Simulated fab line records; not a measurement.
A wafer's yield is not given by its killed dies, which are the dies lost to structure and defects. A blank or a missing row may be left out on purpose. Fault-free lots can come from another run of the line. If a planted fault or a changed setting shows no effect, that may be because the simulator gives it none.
Which tool was responsible? / flow berkeley cmos170 / 33 wafers from 11 lots sampled at 2 of the route's 331 steps

WHAT EACH GAUGE READ, for each wafer
UCB170_M1_OVL_MEAS_10.
lot=L297; measured=day 7 15:05; on=overlay-01; M1_OVL (nm)=6 12 5
lot=L298; measured=day 7 22:08; on=overlay-01; M1_OVL (nm)=9 2 4
lot=L300; measured=day 8 00:02; on=overlay-01; M1_OVL (nm)=11 3 10
lot=L304; measured=day 9 03:31; on=overlay-01; M1_OVL (nm)=1 -1 0
lot=L303; measured=day 9 04:44; on=overlay-01; M1_OVL (nm)=4 -1 2
lot=L309; measured=day 10 00:22; on=overlay-01; M1_OVL (nm)=-9 -1 -8
lot=L313; measured=day 11 06:10; on=overlay-01; M1_OVL (nm)=8 13 7
lot=L311; measured=day 11 06:28; on=overlay-02; M1_OVL (nm)=1 -4 -5
lot=L319; measured=day 11 15:55; on=overlay-02; M1_OVL (nm)=-9 -8 -6
lot=L318; measured=day 11 16:05; on=overlay-01; M1_OVL (nm)=-6 -4 -6
lot=L320; measured=day 12 12:17; on=overlay-01; M1_OVL (nm)=-2 -7 -6

WHICH TOOL RAN EACH LOT (tool, then ch and the chambers of the sampled wafers, then the start)
lot=L297; UCB170_CONTACT_STRIP_19=plasma asher-03 ch 0,1, day 7 12:48
lot=L298; UCB170_CONTACT_STRIP_19=plasma asher-03 ch 0,1, day 7 20:25
lot=L300; UCB170_CONTACT_STRIP_19=plasma asher-03 ch 1, day 7 22:13
lot=L304; UCB170_CONTACT_STRIP_19=plasma asher-03 ch 0,1, day 9 01:55
lot=L303; UCB170_CONTACT_STRIP_19=plasma asher-01 ch 0,1, day 9 03:02
lot=L309; UCB170_CONTACT_STRIP_19=plasma asher-03 ch 0,1, day 9 20:46
lot=L313; UCB170_CONTACT_STRIP_19=plasma asher-01 ch 0,1, day 11 04:19
lot=L311; UCB170_CONTACT_STRIP_19=plasma asher-03 ch 0,1, day 11 04:38
lot=L319; UCB170_CONTACT_STRIP_19=plasma asher-03 ch 0,1, day 11 12:14
lot=L318; UCB170_CONTACT_STRIP_19=plasma asher-03 ch 0,1, day 11 12:30
lot=L320; UCB170_CONTACT_STRIP_19=plasma asher-02 ch 0,1, day 12 09:56
- UCB170_CONTACT_STRIP_19: strips in O2.

THE ANSWER, worked out from the rows above alone
Rule: usual is defined by the lots themselves. Put in order of their means at a reading, lots are off if they are a third of the lots or fewer, leave a main group of 4 or more, and stand apart from it by a gap of 3 or more times the standard deviation of the main group's means; of several such gaps the widest counts. If all means in a main group match to the digits the tables above print for the reading, that group is not used. A lot without any number at a reading at which 4 lots or more have one is off too. The other lots that the step has rows for count as sound.
No lot is off on any of the readings shown, so nothing can be concluded from this.

WHAT THE SIMULATOR HAD PUT IN
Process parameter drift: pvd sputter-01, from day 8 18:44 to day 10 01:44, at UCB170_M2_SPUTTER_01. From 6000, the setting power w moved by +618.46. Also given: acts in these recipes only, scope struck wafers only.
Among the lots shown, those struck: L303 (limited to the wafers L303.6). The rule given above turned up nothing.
